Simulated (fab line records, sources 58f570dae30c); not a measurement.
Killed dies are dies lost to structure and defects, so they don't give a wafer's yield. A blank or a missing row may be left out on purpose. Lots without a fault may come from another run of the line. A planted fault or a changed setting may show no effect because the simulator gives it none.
Problem report in the 8D (eight disciplines) form, filled by code | flow berkeley_cmos170 | the parts of the form that need people (team, actions taken, sign-off) are left out

1. THE PROBLEM
PLDD_TW at UCB170_PLDD_TW_MEAS_11 reads a mean of 903 on 6 wafers of 2 lots; wafers without a fault read 1002 with a standard deviation of 9.9. That is -10 standard deviations from the usual mean.
First seen on wafer L433.3, day 10 16:13, on film_metro-03. The record holds 42 wafers of 14 lots with a number at this step. Rule for "out", or "out of limits": more than 4 standard deviations from the usual mean. The other wafers with a number count as sound.

2. WHAT IT IS AND WHAT IT IS NOT
question                    | is                           | is not
which readings at this step | PLDD_TW                      | -
which lots                  | L433, L436                   | L414, L415, L416, L417, L418, L419, L420, L421, L422, L423, L424, L425
which wafers of those lots  | all that have a number       | -
read on which gauges        | film_metro-01, film_metro-03 | film_metro-02
when                        | from day 10 16:13            | up to then (36 sound wafers)

3. SUSPECTS, AND WHAT RULES EACH OUT
Counting: a tool at a process step up to the reading stays a suspect if it ran every lot that is out and no sound lot after the first of them.
- the gauge at UCB170_PLDD_TW_MEAS_11: ruled out. The wafers that are out were read on 2 gauges (film_metro-01, film_metro-03).
- implanter-02 at UCB170_PLDD_IMPLANT_08: kept. It ran every lot that is out, first L433 (day 10 15:50), and no sound lot after that; its last sound lot up to then is L424 (day 8 20:49). Its own readings are out on those wafers: dose_ions_cm2, faraday_current_uA.
Left after counting: implanter-02 at UCB170_PLDD_IMPLANT_08.

4. THE CAUSE (what the simulator had put in)
Process parameter drift: implanter-02, from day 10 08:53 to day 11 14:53, at UCB170_PLDD_IMPLANT_08. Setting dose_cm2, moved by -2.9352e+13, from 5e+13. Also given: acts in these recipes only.
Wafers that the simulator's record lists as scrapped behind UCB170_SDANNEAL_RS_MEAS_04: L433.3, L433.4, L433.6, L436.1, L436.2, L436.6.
Counting left only this tool.

5. THE CHAIN OF EFFECTS, in route order
Each row: a reading whose mean over the struck wafers that have a number lies more than 3 standard deviations from the usual. Only readings for which the record gives a usual standard deviation are gone through. hours: the time from each lot's start at the first step in this table that gives one to its start at this step, as a median over the lots. sigmas: the change in usual standard deviations.
hours | step                       | reading            | usual         | on struck wafers | change     | sigmas
0     | UCB170_PLDD_IMPLANT_08     | dose_ions_cm2      | 5.001e+13     | 2.067e+13        | -2.934e+13 | -99 or more
0     | UCB170_PLDD_IMPLANT_08     | faraday_current_uA | 156           | 65               | -91        | -17
0     | UCB170_PLDD_TW_MEAS_11     | PLDD_TW            | 1002          | 903              | -99        | -10
17    | UCB170_SDANNEAL_RS_MEAS_04 | PLDD_RS            | 1031.6 ohm/sq | 1352.7           | +321.1     | +99 or more
The process steps in it:
- UCB170_PLDD_IMPLANT_08

6. WHAT WOULD HAVE CAUGHT IT SOONER
In this record the first reading out of limits at a measuring or inspecting step was taken at day 10 16:13, 7 hours after the fault began at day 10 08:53.
The tool's own readings at UCB170_PLDD_IMPLANT_08 were out on every struck wafer that the step has a row for (dose_ions_cm2, faraday_current_uA): an alarm limit on them would have fired on the first of those.
Of the lots that are out (2), L436 began UCB170_PLDD_IMPLANT_08 on implanter-02 after day 10 16:13. A hold on the tool at that time would have spared it.
